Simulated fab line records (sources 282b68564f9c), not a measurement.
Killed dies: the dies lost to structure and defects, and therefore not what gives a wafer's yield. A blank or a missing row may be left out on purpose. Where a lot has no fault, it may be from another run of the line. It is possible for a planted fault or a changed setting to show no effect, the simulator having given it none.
Tool commonality check ; flow ritCmos ; Sample size 14 lots and 42 wafers

WHAT PROMPTED THE OPENING
RIT_SDANNEAL_RS_MEAS_04, reading PSD_RS: flagged on 2 of 14 lots. No-fault wafers: 115.98 ohm/sq, standard deviation 0.27.
Rule: a lot gets a flag if all its wafers with a number sit over 4 standard deviations from that mean, or if no wafer of it has a number. The other lots count as sound.

lot;measured;on;PSD_RS (ohm/sq), wafer by wafer;flag
L816;day 3 03:59;filmMetro-03;115.35 115.51 115.98;
L818;day 3 11:18;filmMetro-02;115.66 115.66 115.91;
L819;day 3 17:54;filmMetro-03;116.39 115.74 116.07;
L820;day 3 21:28;filmMetro-02;116.19 115.78 115.78;
L821;day 4 03:20;filmMetro-04;115.87 116.11 115.74;
L823;day 4 16:14;filmMetro-02;116.18 116.01 115.47;
L825;day 5 01:57;filmMetro-03;110.16 110.18 110.20;FLAGGED
L826;day 5 06:55;filmMetro-03;115.93 115.58 115.60;
L828;day 5 15:17;filmMetro-03;110.42 110.47 110.32;FLAGGED
L830;day 6 03:26;filmMetro-03;115.72 115.95 116.03;
L833;day 6 15:20;filmMetro-02;115.79 115.53 115.62;
L834;day 6 22:16;filmMetro-03;115.81 115.95 116.12;
L838;day 7 18:30;filmMetro-03;116.36 116.22 115.93;
L839;day 8 02:50;filmMetro-04;115.90 115.74 116.42;
The numbers of the flagged lots are 110.29 ohm/sq on average: -5.69 ohm/sq against the usual, or -21 standard deviations.

WHICH TOOL EACH LOT WENT THROUGH
The record keeps 1 process step preceding the reading, out of 202 steps on the route. In each cell: the tool, then ch and the chambers that the sampled wafers went through, then the start.
lot;flag;RIT_PSD_IMPLANT_08
L816;;implanter-04 ch 0, day 3 03:11
L818;;implanter-02 ch 0, day 3 10:28
L819;;implanter-03 ch 0, day 3 17:05
L820;;implanter-03 ch 0, day 3 20:39
L821;;implanter-02 ch 0, day 4 02:28
L823;;implanter-03 ch 0, day 4 15:26
L825;FLAGGED;implanter-03 ch 0, day 5 01:09
L826;;implanter-02 ch 0, day 5 06:03
L828;FLAGGED;implanter-03 ch 0, day 5 14:24
L830;;implanter-04 ch 0, day 6 02:37
L833;;implanter-02 ch 0, day 6 14:29
L834;;implanter-02 ch 0, day 6 21:26
L838;;implanter-04 ch 0, day 7 17:42
L839;;implanter-04 ch 0, day 8 01:52
What these steps do:
- RIT_PSD_IMPLANT_08
- RIT_SDANNEAL_RS_MEAS_04: measures by four-point-probe.

FLAGGED OVER TOTAL, TOOL BY TOOL (the gauges that took the reading come last)
step;tool;lots run;flagged;share of the flagged lots;sound lots run after its first flagged lot
RIT_PSD_IMPLANT_08;implanter-02;5;0;none;-
RIT_PSD_IMPLANT_08;implanter-03;5;2;all;0
RIT_PSD_IMPLANT_08;implanter-04;4;0;none;-
RIT_SDANNEAL_RS_MEAS_04;filmMetro-02;4;0;none;-
RIT_SDANNEAL_RS_MEAS_04;filmMetro-03;8;2;all;4 (L826,L830,L834,L838)
RIT_SDANNEAL_RS_MEAS_04;filmMetro-04;2;0;none;-

WHAT IS ALLOWED BY THE TABLE
implanter-03 at RIT_PSD_IMPLANT_08 and filmMetro-03 at RIT_SDANNEAL_RS_MEAS_04 are the 2 rows of the table that ran each flagged lot.
- implanter-03 at RIT_PSD_IMPLANT_08 ran 5 lots, 2 of them flagged. It ran its last sound lot, L823, at day 4 15:26 and its first flagged lot, L825, at day 5 01:09: a fault with its onset between the two fits. Its own readings (doseIonsCm2) fall more than 4 standard deviations out on all wafers of the flagged lots.
- filmMetro-03 at RIT_SDANNEAL_RS_MEAS_04 ran 8 lots, 2 of them flagged. Sound lots ran on it after the first flagged one (L826, L830, L834, L838), which a lasting fault on the whole tool wouldn't allow.
What remains is a single tool, implanter-03 at RIT_PSD_IMPLANT_08.

WHAT HAD BEEN PUT IN BY THE SIMULATOR
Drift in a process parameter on implanter-03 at RIT_PSD_IMPLANT_08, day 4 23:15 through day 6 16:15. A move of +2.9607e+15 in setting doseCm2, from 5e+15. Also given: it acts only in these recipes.
Struck lots among those shown: L825, L828. The rule given above showed the same thing.
